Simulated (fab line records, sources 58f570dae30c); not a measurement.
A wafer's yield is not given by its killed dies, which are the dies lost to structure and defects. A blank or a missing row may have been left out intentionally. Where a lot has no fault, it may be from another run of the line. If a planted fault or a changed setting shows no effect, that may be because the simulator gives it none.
What tool caused it? ; flow berkeleyCmos170 ; 14 lots, 42 wafers sampled, at 5 steps of a route of 331

## WHAT THE GAUGES SHOWED, per wafer
UCB170_PWELL_OVL_MEAS_13. Usual: PWELL_OVL typically reads 0 nm, with standard deviation 6.9.
lot;measured;on;PWELL_OVL (nm);flag
L239;day 2 20:39;overlay-01;-5 3 2;
L241;day 2 23:49;overlay-01;4 -6 -3;
L240;day 3 00:03;overlay-02;-4 6 8;
L242;day 3 13:01;overlay-01;2 3 3;
L243;day 3 18:05;overlay-02;0 -1 3;
L244;day 4 00:37;overlay-01;6 7 -4;
L245;day 4 04:59;overlay-01;1 0 -2;
L254;day 5 23:12;overlay-01;3 10 10;
L256;day 6 08:58;overlay-02;-1 1 -6;
L257;day 6 19:17;overlay-02;-9 4 -7;
L259;day 7 05:02;overlay-02;10 1 6;
L258;day 7 05:19;overlay-02;-12 -7 -5;
L261;day 7 16:40;overlay-02;-3 8 -6;
L262;day 7 21:26;overlay-02;0 -12 -9;

UCB170_ACTIVE_THK_MEAS_03. Usual: ACTIVE_OXIDE_THK typically reads 26.5 nm, with standard deviation 0.42.
lot;measured;on;ACTIVE_OXIDE_THK (nm);flag
L239;day 3 21:22;filmMetro-03;26.3 26.5 26.4;
L241;day 3 21:26;filmMetro-03;26.3 26.7 26.1;
L240;day 3 21:22;filmMetro-01;27.5 27.0 27.0;
L242;day 4 09:15;filmMetro-03;26.3 26.1 26.3;
L243;day 4 09:14;filmMetro-01;26.9 26.6 27.1;
L244;day 4 22:01;filmMetro-04;23.1 23.0 22.7;OFF
L245;day 5 00:37;filmMetro-01;23.9 23.9 24.1;OFF
L254;day 6 17:31;filmMetro-01;26.5 26.4 25.9;
L256;day 7 07:49;filmMetro-01;26.4 26.0 26.6;
L257;day 7 16:50;filmMetro-01;26.3 26.7 26.2;
L259;day 8 05:37;filmMetro-01;26.6 26.7 26.8;
L258;day 8 05:37;filmMetro-04;26.8 27.3 27.2;
L261;day 8 12:51;filmMetro-04;26.6 26.6 26.7;
L262;day 8 16:48;filmMetro-04;26.5 26.3 26.4;

UCB170_ACTIVE_OVL_MEAS_14. Usual: ACTIVE_OVL typically reads -1 nm, with standard deviation 5.7.
lot;measured;on;ACTIVE_OVL (nm);flag
L239;day 4 04:02;overlay-02;7 5 1;
L241;day 4 04:09;overlay-01;-11 -1 -1;
L240;day 4 04:18;overlay-02;7 0 -2;
L242;day 4 18:41;overlay-01;-7 -2 -3;
L243;day 4 19:05;overlay-02;-2 -8 -1;
L244;day 5 05:47;overlay-02;-4 -1 -5;
L245;day 5 09:52;overlay-01;5 4 -1;
L254;day 7 02:34;overlay-02;6 6 10;
L256;day 7 14:46;overlay-02;-2 6 1;
L257;day 8 01:49;overlay-02;3 6 5;
L259;day 8 13:33;overlay-02;-2 2 0;
L258;day 8 13:50;overlay-02;0 4 -5;
L261;day 8 21:43;overlay-02;-10 -9 -3;
L262;day 9 00:10;overlay-02;-9 -3 -8;

UCB170_PFIELD_TW_MEAS_09. Usual: PFIELD_TW typically reads 598, with standard deviation 6.6.
lot;measured;on;PFIELD_TW;flag
L239;day 4 05:53;filmMetro-02;590 591 591;
L241;day 4 06:07;filmMetro-01;606 606 608;
L240;day 4 06:22;filmMetro-02;591 591 591;
L242;day 4 21:35;filmMetro-03;604 606 604;
L243;day 4 21:52;filmMetro-03;607 607 603;
L244;day 5 07:44;filmMetro-03;606 607 606;
L245;day 5 12:01;filmMetro-01;606 605 606;
L254;day 7 04:14;filmMetro-01;602 601 601;
L256;day 7 17:22;filmMetro-02;592 592 596;
L257;day 8 03:48;filmMetro-03;603 600 602;
L259;day 8 15:17;filmMetro-01;597 598 602;
L258;day 8 15:47;filmMetro-01;601 603 601;
L261;day 8 23:46;filmMetro-01;602 601 598;
L262;day 9 03:27;filmMetro-02;591 588 590;

## TOOL THAT RAN EACH LOT (tool first, then ch and the chambers of the sampled wafers, then the start)
lot;UCB170_ACTIVE_OXIDATION_02
L239;furnace-01 ch 0, day 3 20:01
L241;furnace-01 ch 0, day 3 20:01
L240;furnace-01 ch 0, day 3 20:01
L242;furnace-02 ch 0, day 4 07:53
L243;furnace-02 ch 0, day 4 07:53
L244;furnace-02 ch 0, day 4 20:40
L245;furnace-02 ch 0, day 4 23:16
L254;furnace-01 ch 0, day 6 16:10
L256;furnace-01 ch 0, day 7 06:27
L257;furnace-03 ch 0, day 7 15:28
L259;furnace-01 ch 0, day 8 04:15
L258;furnace-01 ch 0, day 8 04:15
L261;furnace-03 ch 0, day 8 11:29
L262;furnace-02 ch 0, day 8 15:26
- UCB170_ACTIVE_OXIDATION_02: target thk 26.4 nm, ox time 1260 s.

## AS READ BY THE TOOLS THEMSELVES (means over the sampled wafers that have a number; for cases with no such wafer, the mark the record gives instead)
UCB170_ACTIVE_OXIDATION_02. Usual: spikeTcSourceC 1024.9 C, standard deviation 1.2; zonePowerLoadPct 34.4 %, standard deviation 0.58.
lot;tool;spikeTcSourceC (C);zonePowerLoadPct (%);flag
L239;furnace-01;1025.4;34.6;
L241;furnace-01;1025.1;34.4;
L240;furnace-01;1025.3;34.6;
L242;furnace-02;1024.4;34.7;
L243;furnace-02;1024.7;34.6;
L244;furnace-02;1024.5;35.3;
L245;furnace-02;1024.5;35.0;
L254;furnace-01;1025.7;34.3;
L256;furnace-01;1024.9;34.1;
L257;furnace-03;1024.7;34.0;
L259;furnace-01;1025.2;34.4;
L258;furnace-01;1025.8;34.5;
L261;furnace-03;1024.5;33.6;
L262;furnace-02;1023.8;34.6;

## THE ANSWER, worked out from the rows above alone
Rule: a lot is off if the mean of its wafers that have a number lies more than 3 standard deviations from the usual mean. A lot without any number at a reading at which 4 lots or more have one is off too. All remaining lots with rows at the step are treated as sound. The gauges are gone through in route order, then the tools' own readings, and for those a lot's mean is taken as printed above. At the first step where some lot is off, the reading lying furthest off is the one used; lots without a number count as furthest.
Off: L244, L245, at UCB170_ACTIVE_THK_MEAS_03 (ACTIVE_OXIDE_THK).
A tool fits if, at a process step before that reading, it ran every lot that is off, and no sound lot after the first of them. Those tools and the gauges at UCB170_ACTIVE_THK_MEAS_03 are tried in the same way. Of those tried, none fits.

## WHAT THE SIMULATOR HAD INSERTED
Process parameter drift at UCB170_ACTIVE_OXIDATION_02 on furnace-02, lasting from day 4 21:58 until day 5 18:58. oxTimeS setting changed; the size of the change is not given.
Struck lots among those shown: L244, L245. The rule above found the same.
